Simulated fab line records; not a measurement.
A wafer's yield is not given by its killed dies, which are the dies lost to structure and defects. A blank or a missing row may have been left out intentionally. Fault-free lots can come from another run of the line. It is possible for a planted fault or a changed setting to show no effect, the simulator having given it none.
fab line records / flow ritCmos / part 2 of 2: steps 25 to 34 of 34
record lots=5 wafers=15 lastDay=7
route steps=202 shown SPACER@129 NSD@131 PSD@142 SDANNEAL@153 PLDD@159 NLDD@160 SILICIDE@161
lots that met no fault: from a run of the same line without faults
startH: hours from the record's first day to the start of the lot's first wafer shown / waitH: hours from the lot's prior step to this one / " unchanged from the row above / L1.1+2: a row that stands for several wafers / - no value, or no start was given / * or withheld: withheld / < > ~ a bound
route shown NAME@n: NAME is a module with steps in the file, n the number in the route of the first one / usual: mean/standard deviation taken from wafers without a fault / same: alike in all rows / chamber/n: place in a boat / sites: readings site by site / _std_site: their standard deviation / _edge_site: outer sites' mean less inner sites' / radiusMm: how far each site lies from the wafer's centre / mask NAME#n: copy n / behind: tool/chamber where the wafer was last shaped / hold: what put the lot on hold/how long, in hours/how the hold closed / device: transistor that didn't switch, given as n, p or np / end of line: at the end of the route, the tests of the same wafers / a step with no rows: only its recipe / killed: not the wafer's yield, but the dies lost to structure and defects at the first sort / map: a wafer's dies, x killed, . not, _ none there
set.NAME: the setting that was run; set.NAME@STEP: the one run at that earlier step / model.NAME: the simulator's own value behind a step, which no gauge read
certain route steps with their lots: each step a table, each wafer a row
services: the hour from which a tool's chamber was out of use, counted from the record's first day as startH (under 0 if before that day), plus the number of hours and why
## steps
# step RIT_SDANNEAL_CLEAN_00
# recipe chemistry=SC1 mix=3:3:50 timeS=600 tempC=75
# usual bathGuardTempC=74.9/0.46 bathHeatDutyPct=16.0/1.6
# same timeS=600
lot.wafer=L085.2 tool=wetBench-01 chamber=1 startH=105.26 waitH=0.0 bathGuardTempC=75.3 bathHeatDutyPct=17.0
lot.wafer=L085.3 tool=wetBench-01 chamber=1 startH=105.26 waitH=0.0 bathGuardTempC=75.6 bathHeatDutyPct=16.8
lot.wafer=L085.5 tool=wetBench-01 chamber=1 startH=105.26 waitH=0.0 bathGuardTempC=74.9 bathHeatDutyPct=15.9
lot.wafer=L089.1 tool=wetBench-04 chamber=3 startH=124.35 waitH=0.1 bathGuardTempC=75.5 bathHeatDutyPct=14.9
lot.wafer=L089.4 tool=wetBench-04 chamber=3 startH=124.35 waitH=0.1 bathGuardTempC=75.5 bathHeatDutyPct=15.4
lot.wafer=L089.6 tool=wetBench-04 chamber=3 startH=124.35 waitH=0.1 bathGuardTempC=75.6 bathHeatDutyPct=15.7
lot.wafer=L090.1 tool=wetBench-04 chamber=0 startH=129.06 waitH=0.1 bathGuardTempC=74.1 bathHeatDutyPct=15.6
lot.wafer=L090.2 tool=wetBench-04 chamber=0 startH=129.06 waitH=0.1 bathGuardTempC=74.4 bathHeatDutyPct=14.5
lot.wafer=L090.4 tool=wetBench-04 chamber=0 startH=129.06 waitH=0.1 bathGuardTempC=74.4 bathHeatDutyPct=14.5
lot.wafer=L092.3 tool=wetBench-02 chamber=1 startH=143.32 waitH=0.0 bathGuardTempC=74.3 bathHeatDutyPct=18.2
lot.wafer=L092.5 tool=wetBench-02 chamber=1 startH=143.32 waitH=0.0 bathGuardTempC=74.5 bathHeatDutyPct=17.2
lot.wafer=L092.6 tool=wetBench-02 chamber=1 startH=143.32 waitH=0.0 bathGuardTempC=74.5 bathHeatDutyPct=18.2
lot.wafer=L096.1 tool=wetBench-02 chamber=1 startH=162.00 waitH=0.1 bathGuardTempC=74.5 bathHeatDutyPct=16.4
lot.wafer=L096.3 tool=wetBench-02 chamber=1 startH=162.00 waitH=0.1 bathGuardTempC=74.2 bathHeatDutyPct=18.0
lot.wafer=L096.6 tool=wetBench-02 chamber=1 startH=162.00 waitH=0.1 bathGuardTempC=74.4 bathHeatDutyPct=17.0
# step RIT_SDANNEAL_CLEAN_01
# recipe chemistry=dHF dilution=50:1 timeS=30
# same timeS=30
lot.wafer=L085.2+3+5 tool=wetBench-02 chamber=2 startH=105.45 waitH=0.0
lot.wafer=L089.1+4+6 tool=wetBench-02 chamber=1 startH=124.56 waitH=0.0
lot.wafer=L090.1+2+4 tool=wetBench-02 chamber=3 startH=129.25 waitH=0.0
lot.wafer=L092.3+5+6 tool=wetBench-01 chamber=0 startH=143.49 waitH=0.0
lot.wafer=L096.1+3+6 tool=wetBench-01 chamber=3 startH=162.19 waitH=0.0
# step RIT_SDANNEAL_CLEAN_02
# recipe chemistry=SC2 mix=3:3:50 timeS=600 tempC=75 dry=n2Spin
# usual bathGuardTempC=74.9/0.49 bathHeatDutyPct=15.8/1.5
# same timeS=600
lot.wafer=L085.2 tool=wetBench-01 chamber=2 startH=105.47 waitH=0.0 bathGuardTempC=75.1 bathHeatDutyPct=18.3
lot.wafer=L085.3 tool=wetBench-01 chamber=2 startH=105.47 waitH=0.0 bathGuardTempC=75.3 bathHeatDutyPct=17.8
lot.wafer=L085.5 tool=wetBench-01 chamber=2 startH=105.47 waitH=0.0 bathGuardTempC=75.3 bathHeatDutyPct=18.1
lot.wafer=L089.1 tool=wetBench-04 chamber=0 startH=124.58 waitH=0.0 bathGuardTempC=74.5 bathHeatDutyPct=15.2
lot.wafer=L089.4 tool=wetBench-04 chamber=0 startH=124.58 waitH=0.0 bathGuardTempC=74.4 bathHeatDutyPct=15.4
lot.wafer=L089.6 tool=wetBench-04 chamber=0 startH=124.58 waitH=0.0 bathGuardTempC=74.8 bathHeatDutyPct=15.4
lot.wafer=L090.1 tool=wetBench-04 chamber=3 startH=129.27 waitH=0.0 bathGuardTempC=75.7 bathHeatDutyPct=13.6
lot.wafer=L090.2 tool=wetBench-04 chamber=3 startH=129.27 waitH=0.0 bathGuardTempC=76.0 bathHeatDutyPct=15.5
lot.wafer=L090.4 tool=wetBench-04 chamber=3 startH=129.27 waitH=0.0 bathGuardTempC=75.6 bathHeatDutyPct=15.0
lot.wafer=L092.3 tool=wetBench-02 chamber=3 startH=143.51 waitH=0.0 bathGuardTempC=74.7 bathHeatDutyPct=16.6
lot.wafer=L092.5 tool=wetBench-02 chamber=3 startH=143.51 waitH=0.0 bathGuardTempC=74.3 bathHeatDutyPct=15.4
lot.wafer=L092.6 tool=wetBench-02 chamber=3 startH=143.51 waitH=0.0 bathGuardTempC=74.5 bathHeatDutyPct=15.0
lot.wafer=L096.1 tool=wetBench-02 chamber=2 startH=162.21 waitH=0.0 bathGuardTempC=74.8 bathHeatDutyPct=15.9
lot.wafer=L096.3 tool=wetBench-02 chamber=2 startH=162.21 waitH=0.0 bathGuardTempC=75.1 bathHeatDutyPct=14.2
lot.wafer=L096.6 tool=wetBench-02 chamber=2 startH=162.21 waitH=0.0 bathGuardTempC=74.8 bathHeatDutyPct=16.2
# step RIT_SDANNEAL_RTA_03
# recipe tempC=1050 timeS=5 idleTempC=600 rampUpCPerS=342 rampDownCPerS=171 coolToC=600 ambient=N2
# usual wafer_temp_C_max=1053.5/1.3
# same timeS=5
lot.wafer=L085.2 tool=rtpAnneal-01 chamber=0 startH=105.67 waitH=0.0 wafer_temp_C_max=1052.1
lot.wafer=L085.3 tool=rtpAnneal-01 chamber=0 startH=105.67 waitH=0.0 wafer_temp_C_max=1054.5
lot.wafer=L085.5 tool=rtpAnneal-01 chamber=0 startH=105.67 waitH=0.0 wafer_temp_C_max=1054.7
lot.wafer=L089.1 tool=rtpAnneal-01 chamber=0 startH=124.79 waitH=0.0 wafer_temp_C_max=1056.9
lot.wafer=L089.4 tool=rtpAnneal-01 chamber=0 startH=124.79 waitH=0.0 wafer_temp_C_max=1054.7
lot.wafer=L089.6 tool=rtpAnneal-01 chamber=0 startH=124.79 waitH=0.0 wafer_temp_C_max=1052.4
lot.wafer=L090.1 tool=rtpAnneal-02 chamber=0 startH=129.46 waitH=0.0 wafer_temp_C_max=1053.0
lot.wafer=L090.2 tool=rtpAnneal-02 chamber=0 startH=129.46 waitH=0.0 wafer_temp_C_max=1053.5
lot.wafer=L090.4 tool=rtpAnneal-02 chamber=0 startH=129.46 waitH=0.0 wafer_temp_C_max=1053.9
lot.wafer=L092.3 tool=rtpAnneal-02 chamber=0 startH=143.71 waitH=0.0 wafer_temp_C_max=1052.8
lot.wafer=L092.5 tool=rtpAnneal-02 chamber=0 startH=143.71 waitH=0.0 wafer_temp_C_max=1053.5
lot.wafer=L092.6 tool=rtpAnneal-02 chamber=0 startH=143.71 waitH=0.0 wafer_temp_C_max=1052.4
lot.wafer=L096.1 tool=rtpAnneal-02 chamber=0 startH=162.40 waitH=0.0 wafer_temp_C_max=1054.0
lot.wafer=L096.3 tool=rtpAnneal-02 chamber=0 startH=162.40 waitH=0.0 wafer_temp_C_max=1056.7
lot.wafer=L096.6 tool=rtpAnneal-02 chamber=0 startH=162.40 waitH=0.0 wafer_temp_C_max=1053.2
# step RIT_SDANNEAL_RS_MEAS_04
# recipe thkMeasGauge=four-point-probe
# usual PSD_RS=115.97/0.24
lot.wafer=L085.2 tool=filmMetro-01 chamber=- startH=105.74 waitH=0.1 PSD_RS[ohm/sq]=116.20
lot.wafer=L085.3 tool=filmMetro-01 chamber=- startH=105.74 waitH=0.1 PSD_RS[ohm/sq]=116.06
lot.wafer=L085.5 tool=filmMetro-01 chamber=- startH=105.74 waitH=0.1 PSD_RS[ohm/sq]=116.27
lot.wafer=L089.1 tool=filmMetro-04 chamber=- startH=124.85 waitH=0.0 PSD_RS[ohm/sq]=116.34
lot.wafer=L089.4 tool=filmMetro-04 chamber=- startH=124.85 waitH=0.0 PSD_RS[ohm/sq]=115.72
lot.wafer=L089.6 tool=filmMetro-04 chamber=- startH=124.85 waitH=0.0 PSD_RS[ohm/sq]=115.66
lot.wafer=L090.1 tool=filmMetro-02 chamber=- startH=129.52 waitH=0.0 PSD_RS[ohm/sq]=116.07
lot.wafer=L090.2 tool=filmMetro-02 chamber=- startH=129.52 waitH=0.0 PSD_RS[ohm/sq]=115.88
lot.wafer=L090.4 tool=filmMetro-02 chamber=- startH=129.52 waitH=0.0 PSD_RS[ohm/sq]=115.89
lot.wafer=L092.3 tool=filmMetro-04 chamber=- startH=143.79 waitH=0.1 PSD_RS[ohm/sq]=116.13
lot.wafer=L092.5 tool=filmMetro-04 chamber=- startH=143.79 waitH=0.1 PSD_RS[ohm/sq]=115.92
lot.wafer=L092.6 tool=filmMetro-04 chamber=- startH=143.79 waitH=0.1 PSD_RS[ohm/sq]=115.92
lot.wafer=L096.1 tool=filmMetro-01 chamber=- startH=162.46 waitH=0.0 PSD_RS[ohm/sq]=115.41
lot.wafer=L096.3 tool=filmMetro-01 chamber=- startH=162.46 waitH=0.0 PSD_RS[ohm/sq]=115.72
lot.wafer=L096.6 tool=filmMetro-01 chamber=- startH=162.46 waitH=0.0 PSD_RS[ohm/sq]=115.88
# step RIT_SDANNEAL_RS_MEAS_05
# recipe thkMeasGauge=four-point-probe
# usual NSD_RS=84.47/0.25
lot.wafer=L085.2 tool=filmMetro-01 chamber=- startH=105.86 waitH=0.1 NSD_RS[ohm/sq]=84.82
lot.wafer=L085.3 tool=filmMetro-01 chamber=- startH=105.86 waitH=0.1 NSD_RS[ohm/sq]=84.39
lot.wafer=L085.5 tool=filmMetro-01 chamber=- startH=105.86 waitH=0.1 NSD_RS[ohm/sq]=84.67
lot.wafer=L089.1 tool=filmMetro-04 chamber=- startH=124.97 waitH=0.1 NSD_RS[ohm/sq]=84.02
lot.wafer=L089.4 tool=filmMetro-04 chamber=- startH=124.97 waitH=0.1 NSD_RS[ohm/sq]=84.45
lot.wafer=L089.6 tool=filmMetro-04 chamber=- startH=124.97 waitH=0.1 NSD_RS[ohm/sq]=84.32
lot.wafer=L090.1 tool=filmMetro-02 chamber=- startH=129.64 waitH=0.1 NSD_RS[ohm/sq]=83.99
lot.wafer=L090.2 tool=filmMetro-02 chamber=- startH=129.64 waitH=0.1 NSD_RS[ohm/sq]=84.29
lot.wafer=L090.4 tool=filmMetro-02 chamber=- startH=129.64 waitH=0.1 NSD_RS[ohm/sq]=84.36
lot.wafer=L092.3 tool=filmMetro-04 chamber=- startH=143.91 waitH=0.1 NSD_RS[ohm/sq]=84.33
lot.wafer=L092.5 tool=filmMetro-04 chamber=- startH=143.91 waitH=0.1 NSD_RS[ohm/sq]=84.51
lot.wafer=L092.6 tool=filmMetro-04 chamber=- startH=143.91 waitH=0.1 NSD_RS[ohm/sq]=84.84
lot.wafer=L096.1 tool=filmMetro-01 chamber=- startH=162.58 waitH=0.1 NSD_RS[ohm/sq]=84.44
lot.wafer=L096.3 tool=filmMetro-01 chamber=- startH=162.58 waitH=0.1 NSD_RS[ohm/sq]=84.51
lot.wafer=L096.6 tool=filmMetro-01 chamber=- startH=162.58 waitH=0.1 NSD_RS[ohm/sq]=84.12
# step RIT_SDANNEAL_RS_MEAS_06
# recipe thkMeasGauge=four-point-probe
# usual PLDD_RS=178.6/0.56
lot.wafer=L085.2 tool=filmMetro-01 chamber=- startH=105.98 waitH=0.1 PLDD_RS[ohm/sq]=178.6
lot.wafer=L085.3 tool=filmMetro-01 chamber=- startH=105.98 waitH=0.1 PLDD_RS[ohm/sq]=179.6
lot.wafer=L085.5 tool=filmMetro-01 chamber=- startH=105.98 waitH=0.1 PLDD_RS[ohm/sq]=179.5
lot.wafer=L089.1 tool=filmMetro-04 chamber=- startH=125.09 waitH=0.1 PLDD_RS[ohm/sq]=179.1
lot.wafer=L089.4 tool=filmMetro-04 chamber=- startH=125.09 waitH=0.1 PLDD_RS[ohm/sq]=178.7
lot.wafer=L089.6 tool=filmMetro-04 chamber=- startH=125.09 waitH=0.1 PLDD_RS[ohm/sq]=179.2
lot.wafer=L090.1 tool=filmMetro-02 chamber=- startH=129.76 waitH=0.1 PLDD_RS[ohm/sq]=178.4
lot.wafer=L090.2 tool=filmMetro-02 chamber=- startH=129.76 waitH=0.1 PLDD_RS[ohm/sq]=179.0
lot.wafer=L090.4 tool=filmMetro-02 chamber=- startH=129.76 waitH=0.1 PLDD_RS[ohm/sq]=178.7
lot.wafer=L092.3 tool=filmMetro-04 chamber=- startH=144.03 waitH=0.1 PLDD_RS[ohm/sq]=178.6
lot.wafer=L092.5 tool=filmMetro-04 chamber=- startH=144.03 waitH=0.1 PLDD_RS[ohm/sq]=178.7
lot.wafer=L092.6 tool=filmMetro-04 chamber=- startH=144.03 waitH=0.1 PLDD_RS[ohm/sq]=178.8
lot.wafer=L096.1 tool=filmMetro-01 chamber=- startH=162.70 waitH=0.1 PLDD_RS[ohm/sq]=177.5
lot.wafer=L096.3 tool=filmMetro-01 chamber=- startH=162.70 waitH=0.1 PLDD_RS[ohm/sq]=177.5
lot.wafer=L096.6 tool=filmMetro-01 chamber=- startH=162.70 waitH=0.1 PLDD_RS[ohm/sq]=177.7
# step RIT_SDANNEAL_RS_MEAS_07
# recipe thkMeasGauge=four-point-probe
# usual NLDD_RS=149.0/0.48
lot.wafer=L085.2 tool=filmMetro-01 chamber=- startH=106.10 waitH=0.1 NLDD_RS[ohm/sq]=149.4
lot.wafer=L085.3 tool=filmMetro-01 chamber=- startH=106.10 waitH=0.1 NLDD_RS[ohm/sq]=149.4
lot.wafer=L085.5 tool=filmMetro-01 chamber=- startH=106.10 waitH=0.1 NLDD_RS[ohm/sq]=149.5
lot.wafer=L089.1 tool=filmMetro-04 chamber=- startH=125.21 waitH=0.1 NLDD_RS[ohm/sq]=148.9
lot.wafer=L089.4 tool=filmMetro-04 chamber=- startH=125.21 waitH=0.1 NLDD_RS[ohm/sq]=149.2
lot.wafer=L089.6 tool=filmMetro-04 chamber=- startH=125.21 waitH=0.1 NLDD_RS[ohm/sq]=149.1
lot.wafer=L090.1 tool=filmMetro-02 chamber=- startH=129.88 waitH=0.1 NLDD_RS[ohm/sq]=149.1
lot.wafer=L090.2 tool=filmMetro-02 chamber=- startH=129.88 waitH=0.1 NLDD_RS[ohm/sq]=149.2
lot.wafer=L090.4 tool=filmMetro-02 chamber=- startH=129.88 waitH=0.1 NLDD_RS[ohm/sq]=149.1
lot.wafer=L092.3 tool=filmMetro-04 chamber=- startH=144.15 waitH=0.1 NLDD_RS[ohm/sq]=149.5
lot.wafer=L092.5 tool=filmMetro-04 chamber=- startH=144.15 waitH=0.1 NLDD_RS[ohm/sq]=149.1
lot.wafer=L092.6 tool=filmMetro-04 chamber=- startH=144.15 waitH=0.1 NLDD_RS[ohm/sq]=149.7
lot.wafer=L096.1 tool=filmMetro-01 chamber=- startH=162.82 waitH=0.1 NLDD_RS[ohm/sq]=148.5
lot.wafer=L096.3 tool=filmMetro-01 chamber=- startH=162.82 waitH=0.1 NLDD_RS[ohm/sq]=149.4
lot.wafer=L096.6 tool=filmMetro-01 chamber=- startH=162.82 waitH=0.1 NLDD_RS[ohm/sq]=149.1
# step RIT_SILICIDE_WET_ETCH_00
# recipe chemistry=BOE target=SiO2 targetDepthNm=14 timeS=15 dry=n2Spin dilution=10:1 tempC=21.5
# usual bathHeatDutyPct=1.9/0.36
# same timeS=15
lot.wafer=L085.2 tool=wetBench-03 chamber=0 startH=106.20 waitH=0.1 bathHeatDutyPct=2.1
lot.wafer=L085.3 tool=wetBench-03 chamber=0 startH=106.20 waitH=0.1 bathHeatDutyPct=2.6
lot.wafer=L085.5 tool=wetBench-03 chamber=0 startH=106.20 waitH=0.1 bathHeatDutyPct=2.2
lot.wafer=L089.1 tool=wetBench-01 chamber=1 startH=125.33 waitH=0.1 bathHeatDutyPct=2.1
lot.wafer=L089.4 tool=wetBench-01 chamber=1 startH=125.33 waitH=0.1 bathHeatDutyPct=1.9
lot.wafer=L089.6 tool=wetBench-01 chamber=1 startH=125.33 waitH=0.1 bathHeatDutyPct=1.8
lot.wafer=L090.1 tool=wetBench-03 chamber=1 startH=130.00 waitH=0.1 bathHeatDutyPct=1.8
lot.wafer=L090.2 tool=wetBench-03 chamber=1 startH=130.00 waitH=0.1 bathHeatDutyPct=1.7
lot.wafer=L090.4 tool=wetBench-03 chamber=1 startH=130.00 waitH=0.1 bathHeatDutyPct=2.2
lot.wafer=L092.3 tool=wetBench-03 chamber=1 startH=144.23 waitH=0.1 bathHeatDutyPct=1.7
lot.wafer=L092.5 tool=wetBench-03 chamber=1 startH=144.23 waitH=0.1 bathHeatDutyPct=1.8
lot.wafer=L092.6 tool=wetBench-03 chamber=1 startH=144.23 waitH=0.1 bathHeatDutyPct=2.0
lot.wafer=L096.1 tool=wetBench-01 chamber=2 startH=162.94 waitH=0.1 bathHeatDutyPct=2.0
lot.wafer=L096.3 tool=wetBench-01 chamber=2 startH=162.94 waitH=0.1 bathHeatDutyPct=2.2
lot.wafer=L096.6 tool=wetBench-01 chamber=2 startH=162.94 waitH=0.1 bathHeatDutyPct=1.8
# step RIT_SILICIDE_SPUTTER_01
# recipe material=Ti targetThkNm=30 powerW=350 chamberPressurePa=0.667 gas=Ar timeS=240 substrateTempC=25
# usual substrateTempC=24.99/0.1 throttleValvePct=30.0/1
# same timeS=240
lot.wafer=L085.2 tool=pvdSputter-03 chamber=- startH=106.21 waitH=0.0 substrateTempC=24.79 throttleValvePct=29.0
lot.wafer=L085.3 tool=pvdSputter-03 chamber=- startH=106.21 waitH=0.0 substrateTempC=24.83 throttleValvePct=30.4
lot.wafer=L085.5 tool=pvdSputter-03 chamber=- startH=106.21 waitH=0.0 substrateTempC=24.93 throttleValvePct=29.8
lot.wafer=L089.1 tool=pvdSputter-03 chamber=- startH=125.34 waitH=0.0 substrateTempC=25.07 throttleValvePct=30.4
lot.wafer=L089.4 tool=pvdSputter-03 chamber=- startH=125.34 waitH=0.0 substrateTempC=25.05 throttleValvePct=29.7
lot.wafer=L089.6 tool=pvdSputter-03 chamber=- startH=125.34 waitH=0.0 substrateTempC=24.89 throttleValvePct=30.5
lot.wafer=L090.1 tool=pvdSputter-02 chamber=- startH=130.01 waitH=0.0 substrateTempC=24.91 throttleValvePct=29.2
lot.wafer=L090.2 tool=pvdSputter-02 chamber=- startH=130.01 waitH=0.0 substrateTempC=25.03 throttleValvePct=29.9
lot.wafer=L090.4 tool=pvdSputter-02 chamber=- startH=130.01 waitH=0.0 substrateTempC=24.99 throttleValvePct=31.3
lot.wafer=L092.3 tool=pvdSputter-01 chamber=- startH=144.24 waitH=0.0 substrateTempC=25.06 throttleValvePct=29.6
lot.wafer=L092.5 tool=pvdSputter-01 chamber=- startH=144.24 waitH=0.0 substrateTempC=25.25 throttleValvePct=28.7
lot.wafer=L092.6 tool=pvdSputter-01 chamber=- startH=144.24 waitH=0.0 substrateTempC=24.83 throttleValvePct=29.7
lot.wafer=L096.1 tool=pvdSputter-01 chamber=- startH=162.95 waitH=0.0 substrateTempC=25.08 throttleValvePct=32.1
lot.wafer=L096.3 tool=pvdSputter-01 chamber=- startH=162.95 waitH=0.0 substrateTempC=25.06 throttleValvePct=31.5
lot.wafer=L096.6 tool=pvdSputter-01 chamber=- startH=162.95 waitH=0.0 substrateTempC=24.87 throttleValvePct=29.5
## services
tool=ilineStepper-01 chamber=0 startH=79.40 hours=- kind=calibration
tool=wetBench-03 chamber=- startH=88.86 hours=2.9 kind=repair
tool=ilineStepper-02 chamber=- startH=96.92 hours=3.0 kind=repair
tool=lithoTrack-01 chamber=- startH=103.88 hours=- kind=consumableReplace:filter
tool=pvdSputter-02 chamber=- startH=104.56 hours=4.8 kind=repair
tool=ilineStepper-01 chamber=- startH=107.89 hours=1.7 kind=pm
tool=plasmaAsher-01 chamber=- startH=108.75 hours=9.0 kind=pm
tool=plasmaAsher-01 chamber=0 startH=108.75 hours=9.0 kind=ventCycle
tool=plasmaAsher-01 chamber=1 startH=108.75 hours=9.0 kind=ventCycle
tool=plasmaAsher-01 chamber=0 startH=117.75 hours=- kind=clean
tool=plasmaAsher-01 chamber=1 startH=117.75 hours=- kind=clean
tool=pvdSputter-03 chamber=- startH=128.82 hours=16.5 kind=repair
tool=plasmaAsher-04 chamber=- startH=130.92 hours=14.6 kind=repair
tool=pvdSputter-02 chamber=- startH=133.29 hours=6.5 kind=repair
tool=ilineStepper-02 chamber=0 startH=136.38 hours=- kind=calibration
tool=rieDiel-01 chamber=2 startH=138.51 hours=1.3 kind=repair
tool=implanter-04 chamber=- startH=148.61 hours=0.9 kind=repair
tool=implanter-03 chamber=- startH=151.45 hours=10.8 kind=repair
tool=rieDiel-04 chamber=2 startH=159.72 hours=7.2 kind=repair
